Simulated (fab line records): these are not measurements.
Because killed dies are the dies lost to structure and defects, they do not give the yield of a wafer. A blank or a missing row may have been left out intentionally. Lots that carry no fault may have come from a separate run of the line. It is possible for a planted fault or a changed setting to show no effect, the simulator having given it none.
Matching of chambers :: flow berkeley cmos170 :: rie diel-03 running UCB170_NWELL_ETCH_13: 4 sister chambers
The step etches Si3N4 in CH3F/Ar/O2, stops on SiO2, target depth 246.4 nm, time 154 s. 4 wafers are shown with their chamber, then 8 later ones without.

## WAFERS, EACH WITH ITS CHAMBER
wafer: L076.6
chamber: 1
drypump motor current A (A): 5.47

wafer: L088.2
chamber: 2
drypump motor current A (A): 5.73

wafer: L088.4
chamber: 0
drypump motor current A (A): 6.06

wafer: L091.2
chamber: 3
drypump motor current A (A): 5.37

## WAFERS WITHOUT THEIR CHAMBER
wafer: L091.3
drypump motor current A (A): 6.03

wafer: L091.5
drypump motor current A (A): 5.75

wafer: L096.2
drypump motor current A (A): 5.72

wafer: L096.3
drypump motor current A (A): 5.33

wafer: L096.5
drypump motor current A (A): 5.35

wafer: L097.1
drypump motor current A (A): 6.05

wafer: L097.2
drypump motor current A (A): 5.75

wafer: L097.6
drypump motor current A (A): 5.36

## CHAMBER TAKEN BY EACH
wafer: L091.3
from the rows above: 0
in truth: 0

wafer: L091.5
from the rows above: 2
in truth: 2

wafer: L096.2
from the rows above: 2
in truth: 2

wafer: L096.3
from the rows above: 3
in truth: 3

wafer: L096.5
from the rows above: 3
in truth: 3

wafer: L097.1
from the rows above: 0
in truth: 0

wafer: L097.2
from the rows above: 2
in truth: 2

wafer: L097.6
from the rows above: 3
in truth: 3
Placed correctly: 8 of 8. Not placeable from these rows: 0. 0 placed wrongly.
How it was worked out, from the rows above alone: a wafer's distance from a chamber is the root of the sum, over the readings, of the square of ((its reading less the chamber's mean) divided by the reading's scatter). The wafer belongs to the nearest chamber; if the next one is less than 2 further off, it can't be placed. The mean given for a chamber averages the wafers shown for that chamber. The scatter (one wafer shown for each chamber): square how far every hidden wafer sits from the nearest shown wafer, average those squares and take the square root.
